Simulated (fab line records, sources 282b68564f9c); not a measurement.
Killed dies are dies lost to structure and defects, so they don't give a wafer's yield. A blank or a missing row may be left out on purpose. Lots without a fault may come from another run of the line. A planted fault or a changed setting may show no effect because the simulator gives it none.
Tool commonality check | flow rit_cmos | 14 lots, 42 wafers sampled

WHY IT WAS OPENED
At RIT_SILICIDE_RS_MEAS_02 the reading SILICIDE_TI_RS is flagged on 2 of 14 lots. Wafers without a fault read 48.2 ohm/sq, standard deviation 0.69.
Rule: a lot is flagged when every wafer of it that has a number lies more than 4 standard deviations from that mean, or none has a number. The other lots count as sound.

lot  | measured    | on            | SILICIDE_TI_RS (ohm/sq), wafer by wafer | flag
L673 | day 3 05:32 | film_metro-04 | 47.2 48.2 48.4                          |
L674 | day 3 12:20 | film_metro-01 | 47.6 48.2 47.8                          |
L675 | day 3 14:56 | film_metro-01 | 48.1 47.8 48.4                          |
L676 | day 3 18:23 | film_metro-02 | 48.6 48.6 48.1                          |
L680 | day 4 16:10 | film_metro-02 | 65.8 64.5 67.0                          | FLAGGED
L685 | day 5 21:10 | film_metro-02 | 49.4 48.3 48.2                          |
L686 | day 5 23:50 | film_metro-01 | 65.6 66.4 66.0                          | FLAGGED
L687 | day 6 01:29 | film_metro-04 | 48.1 48.4 49.2                          |
L691 | day 7 00:00 | film_metro-02 | 48.0 48.6 48.7                          |
L692 | day 7 02:10 | film_metro-01 | 47.2 47.9 48.4                          |
L693 | day 7 12:24 | film_metro-04 | 47.3 47.6 48.7                          |
L694 | day 7 17:20 | film_metro-01 | 48.9 48.2 48.1                          |
L695 | day 7 21:35 | film_metro-01 | 47.0 48.1 47.8                          |
L696 | day 8 01:35 | film_metro-04 | 48.1 49.1 47.8                          |
The numbers of the flagged lots are 65.9 ohm/sq on average: +17.7 ohm/sq against the usual, or +26 standard deviations.

WHICH TOOL RAN EACH LOT
The record holds 2 process steps before the reading, out of a route of 202 steps. In each cell: the tool, then ch and the chambers that the sampled wafers went through, then the start.
lot  | flag    | RIT_PWELL_STRIP_09                  | RIT_SILICIDE_SPUTTER_01
L673 |         | plasma_asher-04 ch 0,1, day 2 00:02 | pvd_sputter-03, day 3 05:20
L674 |         | plasma_asher-03 ch 0,1, day 2 05:37 | pvd_sputter-01, day 3 12:11
L675 |         | plasma_asher-03 ch 0,1, day 2 09:38 | pvd_sputter-03, day 3 14:47
L676 |         | plasma_asher-03 ch 0,1, day 2 14:58 | pvd_sputter-01, day 3 18:14
L680 | FLAGGED | plasma_asher-03 ch 0,1, day 3 10:50 | pvd_sputter-01, day 4 16:01
L685 |         | plasma_asher-03 ch 0,1, day 4 14:05 | pvd_sputter-03, day 5 21:00
L686 | FLAGGED | plasma_asher-03 ch 0,1, day 4 17:53 | pvd_sputter-01, day 5 23:40
L687 |         | plasma_asher-03 ch 0,1, day 4 21:26 | pvd_sputter-03, day 6 01:20
L691 |         | plasma_asher-04 ch 0,1, day 5 19:55 | pvd_sputter-04, day 6 23:51
L692 |         | plasma_asher-01 ch 0,1, day 5 23:05 | pvd_sputter-03, day 7 01:58
L693 |         | plasma_asher-01 ch 0,1, day 6 04:08 | pvd_sputter-03, day 7 12:14
L694 |         | plasma_asher-03 ch 0,1, day 6 10:01 | pvd_sputter-04, day 7 17:11
L695 |         | plasma_asher-01 ch 0,1, day 6 15:05 | pvd_sputter-03, day 7 21:25
L696 |         | plasma_asher-04 ch 1, day 6 20:38   | pvd_sputter-04, day 8 01:25
What these steps do:
- RIT_PWELL_STRIP_09: strips in O2, time 180 s.
- RIT_SILICIDE_SPUTTER_01: material Ti, target thk 30 nm, time 240 s.
- RIT_SILICIDE_RS_MEAS_02: measures by four-point-probe.

FLAGGED OVER TOTAL, TOOL BY TOOL (the gauges that took the reading come last)
step                    | tool            | lots run | flagged | share of the flagged lots | sound lots run after its first flagged lot
RIT_PWELL_STRIP_09      | plasma_asher-01 | 3        | 0       | none                      | -
RIT_PWELL_STRIP_09      | plasma_asher-03 | 8        | 2       | all                       | 3 (L685,L687,L694)
RIT_PWELL_STRIP_09      | plasma_asher-04 | 3        | 0       | none                      | -
RIT_SILICIDE_SPUTTER_01 | pvd_sputter-01  | 4        | 2       | all                       | 0
RIT_SILICIDE_SPUTTER_01 | pvd_sputter-03  | 7        | 0       | none                      | -
RIT_SILICIDE_SPUTTER_01 | pvd_sputter-04  | 3        | 0       | none                      | -
RIT_SILICIDE_RS_MEAS_02 | film_metro-01   | 6        | 1       | some                      | 3 (L692,L694,L695)
RIT_SILICIDE_RS_MEAS_02 | film_metro-02   | 4        | 1       | some                      | 2 (L685,L691)
RIT_SILICIDE_RS_MEAS_02 | film_metro-04   | 4        | 0       | none                      | -

WHAT THE TABLE ALLOWS
2 rows of the table ran every flagged lot: plasma_asher-03 at RIT_PWELL_STRIP_09, pvd_sputter-01 at RIT_SILICIDE_SPUTTER_01.
- plasma_asher-03 at RIT_PWELL_STRIP_09: 2 of its 8 lots flagged. Sound lots ran on it after the first flagged one (L685, L687, L694), which a lasting fault on the whole tool wouldn't allow.
- pvd_sputter-01 at RIT_SILICIDE_SPUTTER_01: 2 of its 4 lots flagged. Its last sound lot is L676 (day 3 18:14), its first flagged lot L680 (day 4 16:01): a fault that began between those two fits.
One tool is left: pvd_sputter-01 at RIT_SILICIDE_SPUTTER_01.

WHAT THE SIMULATOR HAD PUT IN
Process parameter drift: pvd_sputter-01, from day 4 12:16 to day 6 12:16, at RIT_SILICIDE_SPUTTER_01. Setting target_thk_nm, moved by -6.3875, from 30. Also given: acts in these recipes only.
Lots struck among those shown: L680, L686. The rule above found the same.
